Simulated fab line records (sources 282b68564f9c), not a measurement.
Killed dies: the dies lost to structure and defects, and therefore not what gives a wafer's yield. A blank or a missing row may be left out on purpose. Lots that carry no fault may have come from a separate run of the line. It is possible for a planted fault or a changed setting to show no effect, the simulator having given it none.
Which of the tools did it? + flow ritCmos + Sampling: 13 lots, 37 wafers, 3 of 202 route steps

== WHAT THE GAUGES READ, wafer by wafer ==
RIT_ACTIVE_BOW_MEAS_00. Usual: INCOMING_BOW gives 0 um (standard deviation 7.1).
| lot  | measured    | on           | INCOMING_BOW (um) | flag |
|------|-------------|--------------|-------------------|------|
| L427 | day 1 10:02 | filmMetro-04 | -14 -3 3          |      |
| L429 | day 1 20:00 | filmMetro-02 | 3 10 -7           |      |
| L430 | day 2 01:01 | filmMetro-02 | 4 -6 3            |      |
| L431 | day 2 06:00 | filmMetro-01 | 3 2 10            |      |
| L432 | day 2 11:00 | filmMetro-02 | 0 7 2             |      |
| L433 | day 2 16:00 | filmMetro-04 | 1 7 11            |      |
| L435 | day 3 02:00 | filmMetro-01 | -2 -4 8           |      |
| L442 | day 4 13:00 | filmMetro-01 | 10 12 0           |      |
| L443 | day 4 18:06 | filmMetro-01 | 4                 |      |
| L445 | day 5 04:02 | filmMetro-04 | 13 14 -4          |      |
| L446 | day 5 09:00 | filmMetro-01 | 2 -2 3            |      |
| L448 | day 5 19:01 | filmMetro-04 | -12 4 5           |      |
| L450 | day 6 05:00 | filmMetro-02 | -8 -5 -9          |      |

RIT_PRETRO_OVL_MEAS_06. Usual: PRETRO_OVL gives -0.9 nm (standard deviation 1.2).
| lot  | measured    | on         | PRETRO_OVL (nm) | flag |
|------|-------------|------------|-----------------|------|
| L427 | day 2 14:00 | overlay-02 | 1.5 -1.5 -0.3   |      |
| L429 | day 3 00:52 | overlay-02 | -1.2 -1.9 -1.8  |      |
| L430 | day 3 04:02 | overlay-02 | -2.7 -2.4 -1.9  |      |
| L431 | day 3 08:04 | overlay-01 | -1.8 -0.4 -2.1  |      |
| L432 | day 3 13:11 | overlay-02 | -2.7 -0.8 -1.1  |      |
| L433 | day 3 18:44 | overlay-01 | -1.9 -1.1 -0.4  |      |
| L435 | day 4 05:05 | overlay-01 | -1.1 -0.1 -1.4  |      |
| L442 | day 5 11:50 | overlay-01 | 0.3 0.1 0.3     |      |
| L443 | day 5 19:59 | overlay-02 | -2.2            |      |
| L445 | day 6 08:19 | overlay-02 | 0.6 2.4 0.1     |      |
| L446 | day 6 13:00 | overlay-01 | 0.7 1.2 -0.1    |      |
| L448 | day 6 21:31 | overlay-02 | 1.6 -1.5 1.0    |      |
| L450 | day 7 08:46 | overlay-01 | -1.5 -1.6 -1.4  |      |

RIT_GATE_THK_MEAS_07. Usual: GATE_OXIDE_THK gives 3.00 nm (standard deviation 0.072).
| lot  | measured    | on           | GATE_OXIDE_THK (nm) | flag |
|------|-------------|--------------|---------------------|------|
| L427 | day 2 19:10 | filmMetro-03 | 3.01 3.08 3.04      |      |
| L429 | day 3 09:16 | filmMetro-03 | 3.07 3.11 2.96      |      |
| L430 | day 3 10:59 | filmMetro-02 | 3.06 3.08 3.07      |      |
| L431 | day 3 11:36 | filmMetro-02 | 2.87 2.90 3.03      |      |
| L432 | day 3 20:46 | filmMetro-03 | 3.07 3.01 3.04      |      |
| L433 | day 3 23:47 | filmMetro-03 | 2.93 2.97 2.95      |      |
| L435 | day 4 11:19 | filmMetro-03 | 2.79 2.84 2.87      |      |
| L442 | day 5 20:49 | filmMetro-04 | 2.90 2.91 2.98      |      |
| L443 | day 6 02:55 | filmMetro-03 | 2.94                |      |
| L445 | day 6 14:31 | filmMetro-04 | 2.89 2.98 2.99      |      |
| L446 | day 6 15:49 | filmMetro-03 | 3.16 3.09 3.16      |      |
| L448 | day 7 02:30 | filmMetro-03 | 2.97 2.93 2.98      |      |
| L450 | day 7 13:48 | filmMetro-02 | 3.10 3.06 3.04      |      |

== TOOL THAT RAN EACH LOT (tool first, then ch and the chambers of the sampled wafers, then the start) ==
Record: no process step prior to these readings.

== AS READ BY THE TOOLS THEMSELVES (means over the sampled wafers that have a number; for cases with no such wafer, the mark the record gives instead) ==
The record holds no such reading with a usual standard deviation.

== THE ANSWER, worked out from the rows above alone ==
Rule: a lot is off if the mean of its wafers that have a number lies more than 3 standard deviations from the usual mean. Also off: a lot with no number at a reading for which 4 or more lots have one. The other lots that the step has rows for count as sound. First the gauges in route order, then the tools' own readings, where a lot's mean is used as printed above. At the first step where some lot is off, the reading lying furthest off is the one used; lots without a number count as furthest.
None of the lots is off at any reading shown; this tells nothing.

== WHAT THE SIMULATOR HAD INSERTED ==
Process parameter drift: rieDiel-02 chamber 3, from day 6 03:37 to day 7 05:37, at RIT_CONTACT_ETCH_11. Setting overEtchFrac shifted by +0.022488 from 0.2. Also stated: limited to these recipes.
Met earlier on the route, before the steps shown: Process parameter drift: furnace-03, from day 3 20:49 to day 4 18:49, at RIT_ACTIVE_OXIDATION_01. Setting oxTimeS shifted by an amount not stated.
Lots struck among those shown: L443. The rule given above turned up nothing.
